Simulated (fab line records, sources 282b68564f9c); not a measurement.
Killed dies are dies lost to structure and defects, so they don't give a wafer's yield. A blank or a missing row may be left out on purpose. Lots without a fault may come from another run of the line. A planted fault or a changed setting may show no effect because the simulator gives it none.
Tool commonality check | flow rit_cmos | 14 lots, 54 wafers sampled

WHY IT WAS OPENED
At RIT_ACTIVE_THK_MEAS_04 the reading ACTIVE_NITRIDE_THK is flagged on 4 of 14 lots. Wafers without a fault read 150.8 nm, standard deviation 1.3.
Rule: a lot is flagged when every wafer of it that has a number lies more than 4 standard deviations from that mean, or none has a number. The other lots count as sound.

lot  | measured    | on            | ACTIVE_NITRIDE_THK (nm), wafer by wafer | flag
L490 | day 1 13:52 | film_metro-04 | 150.7 152.0 152.0                       |
L491 | day 1 18:32 | film_metro-03 | 153.0 152.5 151.5                       |
L492 | day 1 23:40 | film_metro-01 | 150.2 150.0 150.2                       |
L493 | day 2 05:16 | film_metro-03 | 149.5 149.6 149.9                       |
L494 | day 2 10:14 | film_metro-03 | 154.3 152.7 152.9                       |
L495 | day 2 16:13 | film_metro-01 | 150.5 151.0 150.3                       |
L497 | day 3 01:34 | film_metro-04 | 131.7 132.0 131.3 131.8 131.9 131.4     | FLAGGED
L499 | day 3 11:37 | film_metro-03 | 132.0 131.9 131.9 132.0 131.8 132.0     | FLAGGED
L500 | day 3 16:32 | film_metro-01 | 131.7 131.0 131.7 131.5 131.1 131.6     | FLAGGED
L501 | day 3 21:52 | film_metro-03 | 133.5 135.3 133.0 133.5 135.3 133.0     | FLAGGED
L503 | day 4 07:23 | film_metro-01 | 150.9 150.6 150.9                       |
L506 | day 4 22:55 | film_metro-04 | 152.5 150.8 151.3                       |
L509 | day 5 15:58 | film_metro-03 | 148.5 149.2 147.9                       |
L512 | day 6 08:15 | film_metro-04 | 148.7 148.3 148.7                       |
The numbers of the flagged lots are 132.2 nm on average: -18.6 nm against the usual, or -14 standard deviations.

WHICH TOOL RAN EACH LOT
The record holds 1 process step before the reading, out of a route of 202 steps. In each cell: the tool, then ch and the chambers that the sampled wafers went through, then the start.
lot  | flag    | RIT_ACTIVE_CVD_03
L490 |         | lpcvd-02 ch 1, day 1 12:28
L491 |         | lpcvd-02 ch 1, day 1 17:07
L492 |         | lpcvd-02 ch 1, day 1 22:14
L493 |         | lpcvd-01 ch 1, day 2 03:50
L494 |         | lpcvd-01 ch 0, day 2 08:07
L495 |         | lpcvd-02 ch 1, day 2 14:48
L497 | FLAGGED | lpcvd-01 ch 1, day 2 23:26
L499 | FLAGGED | lpcvd-01 ch 1, day 3 09:28
L500 | FLAGGED | lpcvd-01 ch 1, day 3 15:06
L501 | FLAGGED | lpcvd-01 ch 1, day 3 20:26
L503 |         | lpcvd-02 ch 1, day 4 05:57
L506 |         | lpcvd-02 ch 1, day 4 20:47
L509 |         | lpcvd-02 ch 0, day 5 13:50
L512 |         | lpcvd-02 ch 1, day 6 06:50
What these steps do:
- RIT_ACTIVE_CVD_03: deposits Si3N4 from SiH2Cl2/NH3, target thk 150 nm, time 1500 s.
- RIT_ACTIVE_THK_MEAS_04

FLAGGED OVER TOTAL, TOOL BY TOOL (the gauges that took the reading come last)
step                   | tool          | lots run | flagged | share of the flagged lots | sound lots run after its first flagged lot
RIT_ACTIVE_CVD_03      | lpcvd-01      | 6        | 4       | all                       | 0
RIT_ACTIVE_CVD_03      | lpcvd-02      | 8        | 0       | none                      | -
RIT_ACTIVE_THK_MEAS_04 | film_metro-01 | 4        | 1       | some                      | 1 (L503)
RIT_ACTIVE_THK_MEAS_04 | film_metro-03 | 6        | 2       | some                      | 1 (L509)
RIT_ACTIVE_THK_MEAS_04 | film_metro-04 | 4        | 1       | some                      | 2 (L506,L512)

WHAT THE TABLE ALLOWS
1 row of the table ran every flagged lot: lpcvd-01 at RIT_ACTIVE_CVD_03.
- lpcvd-01 at RIT_ACTIVE_CVD_03: 4 of its 6 lots flagged. Its last sound lot is L494 (day 2 08:07), its first flagged lot L497 (day 2 23:26): a fault that began between those two fits.
One tool is left: lpcvd-01 at RIT_ACTIVE_CVD_03.

WHAT THE SIMULATOR HAD PUT IN
Site profile drift: lpcvd-01, from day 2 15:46 on, at RIT_ACTIVE_CVD_03. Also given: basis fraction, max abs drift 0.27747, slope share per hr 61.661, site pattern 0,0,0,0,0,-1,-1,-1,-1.
Lots struck among those shown: L497, L499, L500, L501. The rule above found the same.
